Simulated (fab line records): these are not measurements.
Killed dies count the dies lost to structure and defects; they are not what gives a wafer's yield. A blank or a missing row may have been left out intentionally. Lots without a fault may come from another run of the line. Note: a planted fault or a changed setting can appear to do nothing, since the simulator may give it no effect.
Comparing a struck lot with a sound one || flow rit-cmos || 17 steps out of a route of 202
Sound: wafers L143.1, L143.2, L143.3. The struck wafers were L135.1, L135.4, L135.6. The cause comes at the end.
Each step with rows lists, per side, the tool, then ch with its chambers, then its first start. Under that, the readings that differ: sound wafers || struck wafers || difference of the means || sigmas: that difference in standard deviations of wafers without a fault.
alike: readings whose means differ by less than 2 such deviations, and words and numbers that are the same on both sides. not compared: withheld readings, readings that some wafer has no value for, bounds like >300 that may hide the same value, and numbers for which the record gives no deviation and whose values overlap.
The two part at a step that has a row with sigmas, a row that says differs or no value, or rows on one side only. Numbers that have no deviation but don't overlap get no sigmas and don't part them. A reading missing from all wafers of one side parts the sides only when that side holds two or more wafers.

RIT_PWELL_TW_MEAS_10:
  struck on film-metro-01, day 4 17:04; sound on film-metro-03, day 6 08:58
  alike: PWELL_TW
then, 1 step without rows for these wafers: RIT_WELLDRIVE_ANNEAL_00 (time 14700 s).
RIT_WELLDRIVE_RS_MEAS_01: a four-point-probe measurement.
  struck on film-metro-01, day 4 22:41; sound on film-metro-02, day 6 14:44
  alike: NWELL_RS
RIT_WELLDRIVE_RS_MEAS_02: a four-point-probe measurement.
  struck on film-metro-01, day 4 22:49; sound on film-metro-02, day 6 14:51
{"reading": "PWELL_RS (ohm/sq)", "sound": "428.3 428.8 428.7", "struck": "424.5 424.9 425.1", "difference": -3.8, "sigmas": -3}
then, 6 steps without rows for these wafers: RIT_NRETRO_HMDS_00 (prime time 60 s); RIT_NRETRO_COAT_01 (resist thk 1300 nm); RIT_NRETRO_SOFTBAKE_02 (time 60 s); RIT_NRETRO_EXPOSE_03 (exposes mask M4, target cd 43900 nm); RIT_NRETRO_PEB_04; RIT_NRETRO_DEVELOP_05 (develop time 68 s).
RIT_NRETRO_OVL_MEAS_06:
  struck on overlay-01, day 4 23:56; sound on overlay-01, day 6 15:51
{"reading": "NRETRO_OVL (nm)", "sound": "-0.1 -0.9 -2.4", "struck": "1.2 1.6 2.3", "difference": "+2.8", "sigmas": "+2"}
then, 1 step without rows for these wafers: RIT_NRETRO_HARDBAKE_07 (time 120 s).
RIT_NRETRO_IMPLANT_08:
  sound on implanter-01 ch 0, day 6 16:08; struck on implanter-04 ch 0, day 5 00:13
{"reading": "beam-energy-keV", "sound": "70.001 70.004 70.018", "struck": "76.263 76.255 76.279", "difference": "+6.258", "sigmas": "+99 or more"}
{"reading": "model.implant.rp-nm (nm)", "sound": "83.61 83.61 83.61", "struck": "93.03 93.03 93.03", "difference": "+9.42", "sigmas": ""}
{"reading": "model.implant.drp-nm (nm)", "sound": "33.94 33.94 33.94", "struck": "36.45 36.45 36.45", "difference": "+2.51", "sigmas": ""}
RIT_NRETRO_STRIP_09: strips in O2, time 180 s.
  sound on plasma-asher-03 ch 0,1, day 6 16:17; struck on plasma-asher-01 ch 0,1, day 5 00:22
  alike: drypump-motor-current-A
  not compared: rf-hours-counter-h
RIT_NRETRO_TW_MEAS_10:
  struck on film-metro-03, day 5 00:33; sound on film-metro-02, day 6 16:28
{"reading": "NRETRO_TW", "sound": "1063 1066 1067", "struck": "1090 1091 1093", "difference": "+26", "sigmas": "+4"}
then, 1 step without rows for these wafers: RIT_PRETRO_HMDS_00 (prime time 60 s).
RIT_M1_PROBE_99:
  struck on prober-01, day 6 08:06; sound on prober-01, day 7 20:46
{"reading": "model.etest.cap-p-gate.c-min-ff-um2", "sound": "2.304 2.31 2.305", "struck": "2.299 2.293 2.293", "difference": -0.011, "sigmas": ""}
  alike: killed_at_M0_to_M3, killed-at-front-end, killed-dies, killed-open, killed-short

== WHERE THEY PART ==
Earliest at RIT_WELLDRIVE_RS_MEAS_02; latest, in this record, at RIT_NRETRO_TW_MEAS_10. Later steps at which nothing parts them and some readings are alike: RIT_M1_PROBE_99.

WHY: the cause the simulator had injected
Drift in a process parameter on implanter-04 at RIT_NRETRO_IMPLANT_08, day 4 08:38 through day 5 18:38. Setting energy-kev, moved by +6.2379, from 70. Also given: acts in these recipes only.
